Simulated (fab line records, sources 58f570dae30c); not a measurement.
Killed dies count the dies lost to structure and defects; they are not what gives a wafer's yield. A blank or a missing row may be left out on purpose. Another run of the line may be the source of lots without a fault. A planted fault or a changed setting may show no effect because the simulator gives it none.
The tool behind it: which one?	flow berkeleyCmos170	21 wafers sampled from 7 lots at 1 step of a route of 331

## WHAT THE GAUGES READ, wafer by wafer
UCB170_NWELL_TW_MEAS_16.
lot	measured	on	NWELL_TW
L348	day 2 15:08	filmMetro-01	1257 1253 1251
L351	day 3 00:25	filmMetro-02	1250 1258 1257
L354	day 3 18:58	filmMetro-03	1240 1242 1249
L362	day 5 13:04	filmMetro-01	1249 1253 1254
L365	day 6 05:49	filmMetro-02	1250 1250 1248
L368	day 7 00:02	filmMetro-03	1241 1237 1244
L370	day 7 11:56	filmMetro-02	1256 1250 1254

## WHAT TOOL EACH LOT RAN ON (gives the tool, then ch and the chambers of the sampled wafers, and finally the start)
The record shows no process step preceding these readings.

## THE ANSWER, worked out from the rows above alone
Rule: what is usual is taken from the lots themselves. Put in order of their means at a reading, lots are off if they are a third of the lots or fewer, leave a main group of 4 or more, and stand apart from it by a gap of 3 or more times the standard deviation of the main group's means; of several such gaps the widest counts. A main group is skipped when, at the precision printed for the reading in the tables above, its means are all equal. Also off: a lot with no number at a reading for which 4 or more lots have one. Where the step has rows for the other lots, those lots are counted as sound.
None of the lots is off at any reading shown; this tells nothing.

## WHAT HAD BEEN PUT IN BY THE SIMULATOR
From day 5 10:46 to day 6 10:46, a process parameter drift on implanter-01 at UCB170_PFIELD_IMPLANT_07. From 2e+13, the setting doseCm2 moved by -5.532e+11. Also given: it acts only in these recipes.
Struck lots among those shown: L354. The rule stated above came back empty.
